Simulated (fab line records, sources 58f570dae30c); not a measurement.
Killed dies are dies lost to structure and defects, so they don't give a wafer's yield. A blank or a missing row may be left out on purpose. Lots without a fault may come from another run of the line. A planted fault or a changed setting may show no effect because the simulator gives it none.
Chamber matching | flow berkeley_cmos170 | UCB170_ZERO_ETCH_06 on rie_diel-04: 4 sister chambers
The step etches SiO2 in CHF3/CF4/Ar, time 12 s. 16 wafers are shown with their chamber, then 8 later ones without.

WAFERS WITH THEIR CHAMBER
wafer  | chamber | throttle_valve_pct (%) | oes_product_au (a.u.)
L522.4 | 2       | 9.02                   | 0.624
L522.5 | 1       | 9.43                   | 0.612
L522.6 | 2       | 9.03                   | 0.623
L523.2 | 2       | 9.02                   | 0.627
L523.3 | 1       | 9.42                   | 0.607
L523.6 | 3       | 8.95                   | 0.620
L525.2 | 1       | 9.43                   | 0.605
L525.3 | 2       | 9.01                   | 0.614
L525.5 | 2       | 9.02                   | 0.614
L526.2 | 2       | 9.02                   | 0.629
L526.3 | 0       | 9.36                   | 0.608
L526.5 | 1       | 9.42                   | 0.610
L530.1 | 3       | 8.96                   | 0.614
L530.2 | 1       | 9.43                   | 0.607
L530.3 | 0       | 9.36                   | 0.606
L529.3 | 0       | 9.36                   | 0.607

SIGNATURES (means of the wafers above)
reading            | chamber 0 | chamber 1 | chamber 2 | chamber 3 | scatter within a chamber
throttle_valve_pct | 9.3600    | 9.4260    | 9.0200    | 8.9550    | 0.00555
oes_product_au     | 0.60700   | 0.60820   | 0.62183   | 0.61700   | 0.00463
Rule: a wafer's distance from a chamber is the root of the sum, over the readings, of the square of ((its reading less the chamber's mean) divided by the reading's scatter). The wafer belongs to the nearest chamber; if the next one is less than 2 further off, it can't be placed. The scatter: the root of (the sum of the squares of (reading less its chamber's mean) over the shown wafers, divided by (wafers less chambers)).

WAFERS WITHOUT THEIR CHAMBER
wafer  | throttle_valve_pct (%) | oes_product_au (a.u.)
L529.4 | 8.94                   | 0.613
L529.5 | 9.03                   | 0.619
L538.2 | 9.38                   | 0.605
L538.4 | 8.95                   | 0.609
L538.5 | 9.37                   | 0.612
L544.3 | 9.03                   | 0.614
L544.5 | 9.03                   | 0.623
L544.6 | 9.40                   | 0.604

WHICH CHAMBER EACH WENT THROUGH
wafer  | from the rows above | in truth
L529.4 | 3                   | 3
L529.5 | 2                   | 2
L538.2 | 0                   | 0
L538.4 | 3                   | 3
L538.5 | 0                   | 0
L544.3 | 2                   | 2
L544.5 | 2                   | 2
L544.6 | 1                   | 1
Placed correctly: 8 of 8. Can't be placed from these rows: 0. Placed wrongly: 0.
